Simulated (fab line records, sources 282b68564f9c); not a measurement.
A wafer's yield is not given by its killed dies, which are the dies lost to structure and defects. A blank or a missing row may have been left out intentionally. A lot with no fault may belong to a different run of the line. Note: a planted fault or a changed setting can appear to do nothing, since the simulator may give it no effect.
Which tool was responsible? -- flow rit-cmos -- 14 lots (42 wafers sampled), 1 step of a 202-step route

== WHAT EACH GAUGE READ, for each wafer ==
The record holds no reading of a measuring or inspecting step that can be judged against a usual standard deviation.

== TOOL THAT RAN EACH LOT (tool first, then ch and the chambers of the sampled wafers, then the start) ==
lot,RIT_NLDD_DEVELOP_05
L401,"litho-track-04 ch 0, day 2 20:00"
L402,"litho-track-04 ch 0, day 3 03:00"
L404,"litho-track-04 ch 0, day 3 12:00"
L409,"litho-track-04 ch 0, day 4 10:00"
L412,"litho-track-04, day 5 01:00"
L413,"litho-track-04, day 5 05:00"
L417,"litho-track-04 ch 0, day 6 02:00"
L418,"litho-track-03 ch 0, day 6 06:00"
L419,"litho-track-03 ch 0, day 6 11:00"
L420,"litho-track-03 ch 0, day 6 17:00"
L421,"litho-track-04 ch 0, day 6 21:00"
L422,"litho-track-01 ch 0, day 7 04:00"
L423,"litho-track-04 ch 0, day 7 09:00"
L424,"litho-track-03 ch 0, day 7 17:00"
- RIT_NLDD_DEVELOP_05: develop time 50 s.

== AS READ BY THE TOOLS THEMSELVES (means over the sampled wafers that have a number; for cases with no such wafer, the mark the record gives instead) ==
RIT_NLDD_DEVELOP_05.
lot,tool,chill-plate-temp-C (C),exhaust-pa (Pa)
L401,litho-track-04,22.99,45.4
L402,litho-track-04,23.01,45.3
L404,litho-track-04,22.86,45.4
L409,litho-track-04,22.91,44.8
L412,litho-track-04,-,-
L413,litho-track-04,-,-
L417,litho-track-04,22.91,44.8
L418,litho-track-03,22.99,45.7
L419,litho-track-03,23.00,45.4
L420,litho-track-03,22.91,43.7
L421,litho-track-04,22.96,44.4
L422,litho-track-01,23.06,44.9
L423,litho-track-04,22.91,44.6
L424,litho-track-03,22.98,45.9

== THE ANSWER, worked out from the rows above alone ==
Rule: the usual values come from the lots themselves. Put in order of their means at a reading, lots are off if they are a third of the lots or fewer, leave a main group of 4 or more, and stand apart from it by a gap of 3 or more times the standard deviation of the main group's means; of several such gaps the widest counts. If all means in a main group match to the digits the tables above print for the reading, that group is not used. A lot without any number at a reading at which 4 lots or more have one is off too. Where the step has rows for the other lots, those lots are counted as sound. Order of review: gauges by route order, followed by the tools' own readings, for which a lot's mean as printed above is used. The first step at which some lot is off is used, and at that step the reading that is off furthest; a lot without a number counts as furthest.
Off at RIT_NLDD_DEVELOP_05 (chill-plate-temp-C): L412, L413. Without a number there: L412, L413. Mean 22.96 C and standard deviation 0.055 in the main group.
If a tool, at that step or one of the process steps before it, ran each lot that is off and ran no sound lot following the first of them, it fits. Of those tried, none fits.

== WHAT WAS PUT IN BY THE SIMULATOR ==
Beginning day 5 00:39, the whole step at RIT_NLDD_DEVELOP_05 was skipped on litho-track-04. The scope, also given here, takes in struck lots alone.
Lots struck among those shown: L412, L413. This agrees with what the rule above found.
